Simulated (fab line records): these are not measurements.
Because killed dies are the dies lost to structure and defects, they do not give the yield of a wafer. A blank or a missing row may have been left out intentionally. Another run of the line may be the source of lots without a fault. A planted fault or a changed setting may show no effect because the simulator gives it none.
fab line records + flow rit-cmos + part 2 of 2: steps 35 to 47 of 47
record:
- lots: 5
- wafers: 15
- last-day: 6
route steps=202 shown NWELL@32 PWELL@39 WELLDRIVE@50 NRETRO@53 PRETRO@64 GATE@75
lots untouched by any fault: they come from a run of this same line in which no faults occurred
start-h: start of the lot's first displayed wafer, in hours after the record's first day + wait-h: hours elapsed since this lot's preceding step + " repeats the value in the row above + L1.1+2: a single row standing in for several wafers + - either no value or no given start + * or withheld: withheld + < > ~ a bound
route shown NAME@n: names a module that has steps shown in the file, with the first one's number in the route + usual: mean/standard deviation of fault-free wafers + same: alike in all rows + chamber/n: place in a boat + sites: the reading at each site + _std_site: standard deviation of those values + _edge_site: the outer-site mean with the inner-site mean subtracted + radius-mm: how far each site lies from the wafer's centre + mask NAME#n: copy n + behind: the most recent tool/chamber to have shaped the wafer + hold: cause of the lot's hold/its duration in hours/its outcome + device: names the non-switching transistor (n, p or np) + end of line: the same wafers' tests at the end of the route + a step given without rows: its recipe and nothing more + killed: at the first sort, the dies lost to defects and structure; wafer yield is something else + map: per-die view of a wafer (x killed, . not killed, _ where there is no die)
set.NAME: the run value of the setting; set.NAME@STEP: its run value at that earlier step + model.NAME: the simulator's own value behind a step, which no gauge read
lots seen at some steps along the route; tables by step, rows by wafer
services: a tool's chamber out of use, with start hour (start-h, from the record's first day; less than 0 if before it), hours out, and reason
== steps ==
step: RIT_PRETRO_SOFTBAKE_02
recipe:
- resist: NOVOLAK
- temp-c: 90
- time-s: 60
usual:
- plate-temp-C: 89.98/0.15
| lot.wafer | tool           | chamber | start-h | wait-h | plate-temp-C |
|-----------|----------------|---------|---------|--------|--------------|
| L077.1    | litho-track-03 | 0       | 50.93   | 0.1    | 89.74        |
| L077.4    | "              | 0       | "       | "      | 89.79        |
| L077.6    | "              | 0       | "       | "      | 89.55        |
| L081.1    | litho-track-04 | 0       | 71.80   | 0.1    | 89.99        |
| L081.2    | "              | 0       | "       | "      | 89.81        |
| L081.4    | "              | 0       | "       | "      | 89.86        |
| L089.4    | litho-track-04 | 0       | 109.71  | 0.1    | 90.27        |
| L089.5    | "              | 0       | "       | "      | 90.12        |
| L089.6    | "              | 0       | "       | "      | 90.13        |
| L090.2    | litho-track-02 | 0       | 114.83  | 0.1    | 90.09        |
| L090.4    | "              | 0       | "       | "      | 90.01        |
| L090.6    | "              | 0       | "       | "      | 89.95        |
| L092.3    | litho-track-04 | 0       | 122.85  | 0.1    | 90.25        |
| L092.4    | "              | 0       | "       | "      | 90.27        |
| L092.6    | "              | 0       | "       | "      | 90.13        |
step: RIT_PRETRO_EXPOSE_03
recipe:
- mask-id: M5
- na: 0.57
- target-cd-nm: 43700
- dose-mj: 250
usual:
- exposure-dose-mJ-cm2: 249.99/0.24
- stage-vel-mm-s: 499.98/0.27
| lot.wafer | tool             | chamber | start-h | wait-h | mask | exposure-dose-mJ-cm2 | stage-vel-mm-s |
|-----------|------------------|---------|---------|--------|------|----------------------|----------------|
| L077.1    | iline-stepper-02 | 0       | 51.20   | 0.2    | M5#0 | 249.95               | 499.97         |
| L077.4    | "                | 0       | "       | "      | M5#0 | 249.82               | 499.92         |
| L077.6    | "                | 0       | "       | "      | M5#0 | 249.67               | 499.79         |
| L081.1    | iline-stepper-01 | 0       | 72.07   | 0.2    | M5#0 | 249.95               | 500.04         |
| L081.2    | "                | 0       | "       | "      | M5#0 | 250.17               | 500.23         |
| L081.4    | "                | 0       | "       | "      | M5#0 | 250.27               | 499.94         |
| L089.4    | iline-stepper-01 | 0       | 109.84  | 0.1    | M5#0 | 249.80               | 499.57         |
| L089.5    | "                | 0       | "       | "      | M5#0 | 250.29               | 500.01         |
| L089.6    | "                | 0       | "       | "      | M5#0 | 249.60               | 499.92         |
| L090.2    | iline-stepper-02 | 0       | 115.10  | 0.2    | M5#0 | 250.13               | 499.95         |
| L090.4    | "                | 0       | "       | "      | M5#0 | 250.24               | 500.05         |
| L090.6    | "                | 0       | "       | "      | M5#0 | 249.96               | 499.60         |
| L092.3    | iline-stepper-02 | 0       | 123.12  | 0.2    | M5#0 | 249.80               | 499.98         |
| L092.4    | "                | 0       | "       | "      | M5#0 | 250.09               | 500.00         |
| L092.6    | "                | 0       | "       | "      | M5#0 | 249.91               | 500.34         |
step: RIT_PRETRO_PEB_04
recipe:
- resist: NOVOLAK
- temp-c: withheld
- time-s: withheld
| lot.wafer  | tool           | chamber | start-h | wait-h |
|------------|----------------|---------|---------|--------|
| L077.1+4+6 | litho-track-03 | 0       | 51.32   | 0.1    |
| L081.1+2+4 | litho-track-04 | 0       | 72.19   | 0.1    |
| L089.4+5+6 | litho-track-02 | 0       | 109.98  | 0.1    |
| L090.2+4+6 | litho-track-04 | 0       | 115.24  | 0.1    |
| L092.3+4+6 | litho-track-04 | 0       | 123.25  | 0.1    |
step: RIT_PRETRO_DEVELOP_05
recipe:
- resist: NOVOLAK
- develop-time-s: 68
- dev-temp-c: 23
| lot.wafer  | tool           | chamber | start-h | wait-h |
|------------|----------------|---------|---------|--------|
| L077.1+4+6 | litho-track-03 | 0       | -       | -      |
| L081.1+2+4 | litho-track-04 | 0       | -       | -      |
| L089.4+5+6 | litho-track-02 | 0       | -       | -      |
| L090.2+4+6 | litho-track-04 | 0       | -       | -      |
| L092.3+4+6 | litho-track-04 | 0       | -       | -      |
step: RIT_PRETRO_OVL_MEAS_06
usual:
- PRETRO_OVL: 0.2/1.5
| lot.wafer | tool       | chamber | start-h | wait-h | PRETRO_OVL[nm] |
|-----------|------------|---------|---------|--------|----------------|
| L077.1    | overlay-01 | -       | 51.63   | -      | -0.8           |
| L077.4    | "          | -       | "       | "      | 0.8            |
| L077.6    | "          | -       | "       | "      | -1.6           |
| L081.1    | overlay-01 | -       | 72.50   | -      | 2.7            |
| L081.2    | "          | -       | "       | "      | -0.9           |
| L081.4    | "          | -       | "       | "      | 0.2            |
| L089.4    | overlay-02 | -       | 110.23  | -      | 2.2            |
| L089.5    | "          | -       | "       | "      | 0.8            |
| L089.6    | "          | -       | "       | "      | 0.3            |
| L090.2    | overlay-02 | -       | 115.53  | -      | 0.9            |
| L090.4    | "          | -       | "       | "      | -0.1           |
| L090.6    | "          | -       | "       | "      | -0.3           |
| L092.3    | overlay-01 | -       | 123.52  | -      | 0.1            |
| L092.4    | "          | -       | "       | "      | -0.4           |
| L092.6    | "          | -       | "       | "      | -0.5           |
step: RIT_PRETRO_HARDBAKE_07
recipe:
- resist: NOVOLAK
- temp-c: 140
- time-s: 120
usual:
- plate-temp-C: 139.97/0.13
| lot.wafer | tool           | chamber | start-h | wait-h | plate-temp-C |
|-----------|----------------|---------|---------|--------|--------------|
| L077.1    | litho-track-03 | 0       | 51.67   | 0.0    | 139.96       |
| L077.4    | "              | 0       | "       | "      | 139.91       |
| L077.6    | "              | 0       | "       | "      | 139.89       |
| L081.1    | litho-track-04 | 0       | 72.54   | 0.0    | 139.84       |
| L081.2    | "              | 0       | "       | "      | 140.04       |
| L081.4    | "              | 0       | "       | "      | 140.01       |
| L089.4    | litho-track-02 | 0       | 110.37  | 0.1    | 139.95       |
| L089.5    | "              | 0       | "       | "      | 139.98       |
| L089.6    | "              | 0       | "       | "      | 139.76       |
| L090.2    | litho-track-04 | 0       | 115.60  | 0.1    | 139.97       |
| L090.4    | "              | 0       | "       | "      | 140.08       |
| L090.6    | "              | 0       | "       | "      | 139.87       |
| L092.3    | litho-track-04 | 0       | 123.63  | 0.1    | 139.89       |
| L092.4    | "              | 0       | "       | "      | 139.65       |
| L092.6    | "              | 0       | "       | "      | 139.92       |
step: RIT_PRETRO_IMPLANT_08
recipe:
- species: B
- energy-kev: 45
- dose-cm2: 1.2e+13
- tilt-deg: 7
| lot.wafer  | tool         | chamber | start-h | wait-h |
|------------|--------------|---------|---------|--------|
| L077.1+4+6 | implanter-03 | 0       | 51.92   | 0.2    |
| L081.1+2+4 | implanter-02 | 0       | 72.79   | 0.2    |
| L089.4+5+6 | implanter-02 | 0       | 110.57  | 0.2    |
| L090.2+4+6 | implanter-02 | 0       | 115.84  | 0.2    |
| L092.3+4+6 | implanter-03 | 0       | 123.85  | 0.2    |
step: RIT_PRETRO_STRIP_09
recipe:
- chemistry: O2
- time-s: 180
- resist: NOVOLAK
- platen-temp-c: withheld
- power-w: 500
- pressure-mtorr: 4000
- o2-flow-sccm: 4000
usual:
- drypump-motor-current-A: 5.9/0.33
| lot.wafer | tool            | chamber | start-h | wait-h | drypump-motor-current-A | rf-hours-counter-h |
|-----------|-----------------|---------|---------|--------|-------------------------|--------------------|
| L077.1    | plasma-asher-02 | 1       | 52.07   | 0.1    | 5.7                     | 41                 |
| L077.4    | "               | 1       | "       | "      | 5.7                     | -                  |
| L077.6    | "               | 1       | "       | "      | 5.7                     | -                  |
| L081.1    | plasma-asher-02 | 0       | 72.94   | 0.1    | 6.3                     | 44                 |
| L081.2    | "               | 1       | "       | "      | 5.7                     | 44                 |
| L081.4    | "               | 1       | "       | "      | 5.7                     | -                  |
| L089.4    | plasma-asher-02 | 1       | 110.71  | 0.1    | 5.7                     | -                  |
| L089.5    | "               | 0       | "       | "      | 6.3                     | -                  |
| L089.6    | "               | 1       | "       | "      | 5.7                     | -                  |
| L090.2    | plasma-asher-03 | 0       | 115.96  | 0.1    | 5.8                     | 50                 |
| L090.4    | "               | 0       | "       | "      | 5.8                     | -                  |
| L090.6    | "               | 0       | "       | "      | 5.8                     | -                  |
| L092.3    | plasma-asher-03 | 0       | 124.00  | 0.1    | 5.8                     | -                  |
| L092.4    | "               | 1       | "       | "      | 5.3                     | -                  |
| L092.6    | "               | 0       | "       | "      | 5.8                     | -                  |
step: RIT_PRETRO_TW_MEAS_10
usual:
- PRETRO_TW: 481.3/2.7
| lot.wafer | tool          | chamber | start-h | wait-h | PRETRO_TW |
|-----------|---------------|---------|---------|--------|-----------|
| L077.1    | film-metro-04 | -       | 52.24   | 0.1    | 482.2     |
| L077.4    | "             | -       | "       | "      | 482.8     |
| L077.6    | "             | -       | "       | "      | 483.7     |
| L081.1    | film-metro-01 | -       | 73.11   | 0.1    | 484.7     |
| L081.2    | "             | -       | "       | "      | 482.7     |
| L081.4    | "             | -       | "       | "      | 480.3     |
| L089.4    | film-metro-04 | -       | 110.85  | 0.1    | 480.7     |
| L089.5    | "             | -       | "       | "      | 481.3     |
| L089.6    | "             | -       | "       | "      | 481.4     |
| L090.2    | film-metro-01 | -       | 116.15  | 0.1    | 477.6     |
| L090.4    | "             | -       | "       | "      | 475.9     |
| L090.6    | "             | -       | "       | "      | 477.0     |
| L092.3    | film-metro-04 | -       | 124.14  | 0.1    | 480.5     |
| L092.4    | "             | -       | "       | "      | 481.7     |
| L092.6    | "             | -       | "       | "      | 481.1     |
step: RIT_GATE_WET_ETCH_00
recipe:
- chemistry: BOE
- target: SiO2
- target-depth-nm: 56
- time-s: 60
- dry: n2-spin
- dilution: 10:1
- temp-c: 21.5
| lot.wafer  | tool         | chamber | start-h | wait-h |
|------------|--------------|---------|---------|--------|
| L077.1+4+6 | wet-bench-02 | 3       | 52.30   | 0.1    |
| L081.1+2+4 | wet-bench-02 | 2       | 73.17   | 0.1    |
| L089.4+5+6 | wet-bench-04 | 3       | 110.88  | 0.0    |
| L090.2+4+6 | wet-bench-02 | 2       | 116.20  | 0.0    |
| L092.3+4+6 | wet-bench-01 | 1       | 124.18  | 0.0    |
step: RIT_GATE_CLEAN_01
recipe:
- chemistry: SC1
- mix: 3:3:50
- time-s: 600
- temp-c: 75
| lot.wafer  | tool         | chamber | start-h | wait-h |
|------------|--------------|---------|---------|--------|
| L077.1+4+6 | wet-bench-01 | 0       | 52.33   | 0.0    |
| L081.1+2+4 | wet-bench-01 | 3       | 73.20   | 0.0    |
| L089.4+5+6 | wet-bench-01 | 0       | 110.91  | 0.0    |
| L090.2+4+6 | wet-bench-01 | 2       | 116.22  | 0.0    |
| L092.3+4+6 | wet-bench-04 | 2       | 124.21  | 0.0    |
step: RIT_GATE_CLEAN_02
recipe:
- chemistry: dHF
- dilution: 50:1
- time-s: 30
| lot.wafer  | tool         | chamber | start-h | wait-h |
|------------|--------------|---------|---------|--------|
| L077.1+4+6 | wet-bench-02 | 3       | 52.50   | 0.0    |
| L081.1+2+4 | wet-bench-02 | 0       | 73.55   | 0.0    |
| L089.4+5+6 | wet-bench-04 | 2       | 111.08  | 0.0    |
| L090.2+4+6 | wet-bench-04 | 0       | 116.41  | 0.0    |
| L092.3+4+6 | wet-bench-02 | 0       | 124.40  | 0.0    |
step: RIT_GATE_CLEAN_03
recipe:
- chemistry: SC2
- mix: 3:3:50
- time-s: 600
- temp-c: 75
- dry: n2-spin
| lot.wafer  | tool         | chamber | start-h | wait-h |
|------------|--------------|---------|---------|--------|
| L077.1+4+6 | wet-bench-01 | 0       | 52.52   | 0.0    |
| L081.1+2+4 | wet-bench-04 | 2       | 73.56   | 0.0    |
| L089.4+5+6 | wet-bench-02 | 3       | 111.10  | 0.0    |
| L090.2+4+6 | wet-bench-02 | 1       | 116.43  | 0.0    |
| L092.3+4+6 | wet-bench-01 | 3       | 124.41  | 0.0    |
== services ==
| tool             | chamber | start-h | hours | kind        |
|------------------|---------|---------|-------|-------------|
| furnace-03       | -       | 19.94   | 4.3   | pm          |
| iline-stepper-01 | -       | 24.70   | 0.9   | repair      |
| iline-stepper-01 | -       | 31.11   | 7.6   | repair      |
| furnace-03       | -       | 32.10   | 12.5  | pm          |
| plasma-asher-01  | -       | 39.76   | 1.2   | repair      |
| furnace-04       | -       | 48.92   | 3.0   | pm          |
| implanter-04     | -       | 53.26   | 6.6   | repair      |
| implanter-03     | -       | 56.98   | 3.0   | pm          |
| implanter-04     | -       | 59.89   | 2.8   | pm          |
| plasma-asher-04  | -       | 62.61   | 0.7   | repair      |
| implanter-02     | -       | 63.11   | 2.1   | repair      |
| implanter-02     | -       | 69.34   | 3.1   | repair      |
| implanter-01     | -       | 74.24   | 4.2   | repair      |
| iline-stepper-01 | -       | 74.33   | 4.2   | repair      |
| implanter-03     | -       | 89.18   | 1.5   | repair      |
| plasma-asher-04  | -       | 91.79   | 1.4   | repair      |
| implanter-02     | -       | 96.11   | 2.3   | repair      |
| iline-stepper-02 | 0       | 97.48   | -     | calibration |
| plasma-asher-04  | -       | 99.32   | 2.8   | repair      |
| iline-stepper-02 | -       | 101.08  | 8.2   | repair      |
| plasma-asher-04  | -       | 108.75  | 9.0   | pm          |
| plasma-asher-04  | 0       | 108.75  | 9.0   | vent-cycle  |
| plasma-asher-04  | 1       | 108.75  | 9.0   | vent-cycle  |
| plasma-asher-04  | 0       | 117.75  | -     | clean       |
